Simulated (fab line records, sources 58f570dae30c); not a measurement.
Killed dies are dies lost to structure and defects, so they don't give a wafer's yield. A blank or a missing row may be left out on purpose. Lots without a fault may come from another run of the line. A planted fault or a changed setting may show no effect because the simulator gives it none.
A struck lot beside a sound one | flow berkeley_cmos170 | 14 steps out of a route of 331
Sound: wafers L553.1, L553.4, L553.5. Struck: wafers L548.2, L548.4, L548.6. The cause comes at the end.
At each step with rows: each side's tool, then ch and its chambers, then its first start. Under that, the readings that differ: sound wafers | struck wafers | difference of the means | sigmas: that difference in standard deviations of wafers without a fault.
alike: readings whose means differ by less than 2 such deviations, and words and numbers that are the same on both sides. not compared: withheld readings, readings that some wafer has no value for, bounds like >300 that may hide the same value, and numbers for which the record gives no deviation and whose values overlap.
The two part at a step that has a row with sigmas, a row that says differs or no value, or rows on one side only. Numbers that don't overlap but have no deviation are shown without sigmas and don't part them. A reading that every wafer of one side lacks parts them only if that side has two wafers or more.

UCB170_M1_CD_MEAS_90: target cd 700 nm.
  sound on cd_sem-01, day 9 22:40; struck on cd_sem-01, day 8 16:10
  reading    | sound             | struck            | difference | sigmas
  cd_nm (nm) | 700.3 701.4 702.8 | 695.6 697.4 695.1 | -5.5       | -3
then, 1 step without rows for these wafers: UCB170_M1_ANNEAL_14 (time 1200 s).
UCB170_V1_CVD_00: deposits SiO2 from TEOS/O2, target thk 2000 nm, time 250 s.
  sound on pecvd-01 ch 0,2, day 10 01:17; struck on pecvd-01 ch 1,2, day 8 19:57
  alike: heater_power_w, pressure_mtorr, susceptor_temp_C
UCB170_V1_THK_MEAS_01:
  sound on film_metro-03, day 10 01:26; struck on film_metro-02, day 8 20:07
  alike: V1_TEOS_THK
UCB170_V1_CMP_02: polishes SiO2.
  sound on cmp-01 ch 1,2, day 10 01:30; struck on cmp-01 ch 0,1, day 8 20:10
  alike: motor_current_A
UCB170_V1_BOW_MEAS_03:
  sound on film_metro-02, day 10 01:48; struck on film_metro-03, day 8 20:29
  alike: V1_BOW
UCB170_V1_THK_MEAS_04:
  sound on film_metro-02, day 10 01:55; struck on film_metro-03, day 8 20:35
  alike: V1_POLISHED_THK
then, 5 steps without rows for these wafers: UCB170_V1_CLEAN_05 (cleans in DIW); UCB170_V1_HMDS_06 (prime time 60 s); UCB170_V1_COAT_07 (resist thk 900 nm); UCB170_V1_SOFTBAKE_08 (time 60 s); UCB170_V1_EXPOSE_09 (exposes mask VIA1, target cd 700 nm).
UCB170_V1_PEB_10:
  sound on litho_track-03 ch 0, day 10 04:08; struck on litho_track-01, day 8 21:47
  no value came back on the struck wafers for chill_plate_temp_C (C), exhaust_pa (Pa), heater_power_total_W (W), plate_temp_C (C); on the sound wafers chill_plate_temp_C (C) reads 22.89 23.02 22.97
then, 1 step without rows for these wafers: UCB170_V1_DEVELOP_11 (develop time 45 s).

WHERE THEY PART
First at UCB170_M1_CD_MEAS_90; last, within this record, at UCB170_V1_PEB_10.

WHY: what the simulator had put in
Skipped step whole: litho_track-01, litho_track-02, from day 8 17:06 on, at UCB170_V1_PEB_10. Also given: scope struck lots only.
